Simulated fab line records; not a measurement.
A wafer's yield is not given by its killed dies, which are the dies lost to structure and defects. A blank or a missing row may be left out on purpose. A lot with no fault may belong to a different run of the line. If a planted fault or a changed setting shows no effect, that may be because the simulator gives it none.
One fault through the eyes of 2 desks || flow rit-cmos || only its own numbers are on each desk; what lay behind them is given at the end

AT THE METROLOGY DESK
Lot by lot, what the gauges showed, no matter which tool ran the lot: averages of those sampled wafers that carry a number. Marked OUT: a lot whose mean sits more than 4 standard deviations from the usual mean, which makes it out of limits; the brackets give that distance.
Columns: A = INCOMING_BOW at RIT_ACTIVE_BOW_MEAS_00, usual 0 um; B = NWELL_OVL at RIT_NWELL_OVL_MEAS_06, usual 0.4 nm
{"lot": "L660", "first seen here": "day 1 10:01", "A": -4, "B": 1.1}
{"lot": "L661", "first seen here": "day 1 15:00", "A": 3, "B": -0.2}
{"lot": "L663", "first seen here": "day 2 01:00", "A": -4, "B": 1.4}
{"lot": "L664", "first seen here": "day 2 06:02", "A": -0, "B": -0.5}
{"lot": "L665", "first seen here": "day 2 11:04", "A": -2, "B": 1.1}
{"lot": "L666", "first seen here": "day 2 16:01", "A": 1, "B": 2.0}
{"lot": "L667", "first seen here": "day 2 21:00", "A": 1, "B": -0.0}
{"lot": "L668", "first seen here": "day 3 02:02", "A": 2, "B": 0.2}
{"lot": "L669", "first seen here": "day 3 07:00", "A": 4, "B": -0.5}
{"lot": "L672", "first seen here": "day 3 22:00", "A": 1, "B": 0.7}
{"lot": "L677", "first seen here": "day 4 23:02", "A": -7, "B": -0.4}
{"lot": "L679", "first seen here": "day 5 09:00", "A": -3, "B": 0.4}
{"lot": "L681", "first seen here": "day 5 19:00", "A": 2, "B": 1.7}
{"lot": "L682", "first seen here": "day 6 00:00", "A": 2, "B": 2.0}
This desk's finding: nothing out of limits on any of the 14 lots.

FOR THE TOOL OWNER'S DESK: rie-diel-03
The tool's own readings at RIT_ACTIVE_ETCH_13 (etches Si3N4 in SF6, stops on SiO2, time 210 s, target depth 210 nm): means of the sampled wafers that have a number, for each lot that ran on this tool. Marked OUT: a lot whose mean sits more than 4 standard deviations from the usual mean, which makes it out of limits; the brackets give that distance.
Columns: A = drypump-motor-current-A at RIT_ACTIVE_ETCH_13, usual 5.7 A; B = oes-product-au at RIT_ACTIVE_ETCH_13, usual 0.824 a.u.; C = rf-fwd-power-W at RIT_ACTIVE_ETCH_13, usual 124.6 W; D = run-length-s at RIT_ACTIVE_ETCH_13, usual 238.3 s; E = throttle-valve-pct at RIT_ACTIVE_ETCH_13, usual 7.54 %
{"lot": "L664", "first seen here": "day 2 12:20", "A": 5.5, "B": 0.831, "C": 124.4, "D": 238.3, "E": 7.50}
{"lot": "L665", "first seen here": "day 2 16:38", "A": 5.7, "B": 0.825, "C": 124.6, "D": 238.3, "E": 7.49}
{"lot": "L666", "first seen here": "day 2 20:44", "A": 5.8, "B": 0.835, "C": 124.5, "D": 238.3, "E": 7.56}
{"lot": "L668", "first seen here": "day 3 07:09", "A": 5.6, "B": 0.830, "C": 124.4, "D": 238.0, "E": 7.57}
{"lot": "L672", "first seen here": "day 4 02:43", "A": 5.8, "B": 0.870, "C": 125.1, "D": "231.3 (-13) OUT", "E": 7.56}
{"lot": "L677", "first seen here": "day 5 03:57", "A": 5.6, "B": 0.854, "C": 124.5, "D": "231.0 (-14) OUT", "E": 7.50}
Finding of this desk: L672, L677 out of limits; the first was L672 at day 4 02:43, on run-length-s at RIT_ACTIVE_ETCH_13. L664, L665, L666, L668: within limits.

PUT TOGETHER
At day 4 02:43, on L672, L677, the tool owner's desk was in a position to raise an alarm.
From the metrology desk's view, nothing was out of limits.
The metrology desk holds a record of L672, L677, inside its limits.
Every lot named ran RIT_ACTIVE_ETCH_13 on rie-diel-03.

WHAT WAS PUT IN BY THE SIMULATOR
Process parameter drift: rie-diel-03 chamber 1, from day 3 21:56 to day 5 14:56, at RIT_ACTIVE_ETCH_13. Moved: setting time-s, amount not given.
Lots struck among those shown: L672, L677.
Each desk's first reading out of limits, in hours after the fault started: the tool owner's desk, 5.
